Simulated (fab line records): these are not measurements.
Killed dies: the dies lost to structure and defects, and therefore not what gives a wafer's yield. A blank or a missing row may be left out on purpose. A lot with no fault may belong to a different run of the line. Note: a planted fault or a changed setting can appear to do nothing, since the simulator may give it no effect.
Lot-split experiment ; flow rit-cmos ; on a route of 202 steps: 5 lots, 23 wafers read

== THE SPLIT ==
At RIT_ACTIVE_OXIDATION_01 (target thk 46.8 nm, ox time 3360 s), the setting temp-c was moved away from the recipe's 1000 C on 20 of the 23 wafers read, by -2.9% to +1.6%. This setting was run at the recipe's value on the other wafers.

The file shows no step between the split and the reading.

== THE READING ==
ACTIVE_OXIDE_THK in nanometres, read at RIT_ACTIVE_THK_MEAS_02. Fault-free wafers of this fab line usually give 46.8 nm, standard deviation 0.68 nm.

wafer;tool, chamber at the split;temp-c as run, C;against the recipe;ACTIVE_OXIDE_THK, nm;against lot-mates on the recipe
L075.1;-, -;970.9;-2.9%;36.5;no lot-mate on the recipe
L075.2;-, -;970.9;-2.9%;35.9;no lot-mate on the recipe
L075.3;-, -;970.9;-2.9%;36.0;no lot-mate on the recipe
L075.5;-, -;970.9;-2.9%;36.1;no lot-mate on the recipe
L075.6;-, -;970.9;-2.9%;36.8;no lot-mate on the recipe
L077.1;-, -;978.2;-2.2%;38.2;no lot-mate on the recipe
L077.2;-, -;978.2;-2.2%;37.5;no lot-mate on the recipe
L077.3;-, -;978.2;-2.2%;37.9;no lot-mate on the recipe
L077.4;-, -;978.2;-2.2%;37.6;no lot-mate on the recipe
L077.6;-, -;978.2;-2.2%;37.3;no lot-mate on the recipe
L079.1;-, -;1016;+1.6%;53.7;no lot-mate on the recipe
L079.3;-, -;1016;+1.6%;53.1;no lot-mate on the recipe
L079.4;-, -;1016;+1.6%;53.1;no lot-mate on the recipe
L079.5;-, -;1016;+1.6%;54.7;no lot-mate on the recipe
L079.6;-, -;1016;+1.6%;54.0;no lot-mate on the recipe
L082.1;-, -;976.9;-2.3%;37.3;no lot-mate on the recipe
L082.2;-, -;976.9;-2.3%;37.4;no lot-mate on the recipe
L082.3;-, -;976.9;-2.3%;37.3;no lot-mate on the recipe
L082.5;-, -;976.9;-2.3%;37.7;no lot-mate on the recipe
L082.6;-, -;976.9;-2.3%;37.9;no lot-mate on the recipe
L083.3;furnace-03, 0;1000;recipe;47.0;-
L083.5;furnace-03, 0;1000;recipe;46.6;-
L083.6;furnace-03, 0;1000;recipe;45.5;-

FIT RESULTS
A straight line over all 23 wafers: ACTIVE_OXIDE_THK changes by +3.98 nm for each +1% of temp-c; r = +0.99; the points scatter about the line by 0.76 nm.
Too few moved wafers with a lot-mate on the recipe to fit a line net of each lot's own level.

== THE WHOLE CHAIN: every reading that the file lists as answering this split, in the file's order ==
step;what it does;reading;change (the file's fit);r (the file's)
RIT_ACTIVE_OXIDATION_01;target thk 46.8 nm, ox time 3360 s;SiO2_of_ACTIVE_OXIDATION_01.thk-nm (the simulator's own value, which no gauge read);+3.98 nm for each +1% of the setting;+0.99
RIT_ACTIVE_THK_MEAS_02;;ACTIVE_OXIDE_THK;+3.98 for each +1% of the setting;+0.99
RIT_FOX2_WET_ETCH_03;etches Si3N4 in H3PO4, target depth 195 nm, time 2700 s;SiO2_of_ACTIVE_OXIDATION_01.thk-nm (the simulator's own value, which no gauge read);+3.38 nm for each +1% of the setting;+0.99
RIT_M1_PROBE_99;;etest.pldd.width-nm (the simulator's own value, which no gauge read);-49.1 nm for each +1% of the setting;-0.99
RIT_M1_PROBE_99;;etest.nldd.width-nm (the simulator's own value, which no gauge read);-45.9 nm for each +1% of the setting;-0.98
RIT_M1_PROBE_99;;etest.pplus-sal.width-nm (the simulator's own value, which no gauge read);-33 nm for each +1% of the setting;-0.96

== THE FILE'S OWN FIT ==
ACTIVE_OXIDE_THK changes by +3.98 nm for each +1% of temp-c, r = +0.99.
